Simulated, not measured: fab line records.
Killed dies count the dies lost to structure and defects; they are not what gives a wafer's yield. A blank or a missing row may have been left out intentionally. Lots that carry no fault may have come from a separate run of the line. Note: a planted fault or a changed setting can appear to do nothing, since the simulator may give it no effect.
Which tool is to blame?	flow rit cmos	7 lots with 21 wafers sampled at 2 steps, on a route of 202 steps

== WHAT THE GAUGES SHOWED, per wafer ==
RIT_FOX1_THK_MEAS_01.
lot	measured	on	FOX1_OXIDE_THK (nm)
L409	day 1 22:44	film metro-01	359 358 363
L411	day 2 07:59	film metro-04	334 341 336
L413	day 2 17:51	film metro-01	358 358 356
L416	day 3 09:35	film metro-03	343 340 343
L419	day 4 02:40	film metro-01	352 357 355
L424	day 5 00:57	film metro-04	350 341 342
L427	day 5 15:49	film metro-04	390 391 393

== WHICH TOOL RAN EACH LOT (tool, then ch and the chambers of the sampled wafers, then the start) ==
lot	RIT_FOX1_OXIDATION_00
L409	furnace-02 ch 0, day 1 21:25
L411	furnace-03 ch 0, day 2 06:41
L413	furnace-01 ch 0, day 2 16:32
L416	furnace-03 ch 0, day 3 08:15
L419	furnace-01 ch 0, day 4 01:20
L424	furnace-03 ch 0, day 4 23:38
L427	furnace-03 ch 0, day 5 14:30
- RIT_FOX1_OXIDATION_00: target thk 350.7 nm, ox time 1130 s.

== THE ANSWER, worked out from the rows above alone ==
Rule: usual is defined by the lots themselves. Put in order of their means at a reading, lots are off if they are a third of the lots or fewer, leave a main group of 4 or more, and stand apart from it by a gap of 3 or more times the standard deviation of the main group's means; of several such gaps the widest counts. Not used: any main group whose means are identical at the precision the tables above print for the reading. Also off: a lot with no number at a reading for which 4 or more lots have one. The other lots that the step has rows for count as sound.
Off: L427, seen at RIT_FOX1_THK_MEAS_01 (FOX1_OXIDE_THK). The main group: mean 349 nm, standard deviation 8.5.
A tool fits if, at a process step before that reading, it ran every lot that is off, and no sound lot after the first of them. Those tools and the gauges at RIT_FOX1_THK_MEAS_01 are tried in the same way. Undecided on this evidence; 2 tools fit (furnace-03 at RIT_FOX1_OXIDATION_00, film metro-04 at RIT_FOX1_THK_MEAS_01).

== WHAT THE SIMULATOR HAD INSERTED ==
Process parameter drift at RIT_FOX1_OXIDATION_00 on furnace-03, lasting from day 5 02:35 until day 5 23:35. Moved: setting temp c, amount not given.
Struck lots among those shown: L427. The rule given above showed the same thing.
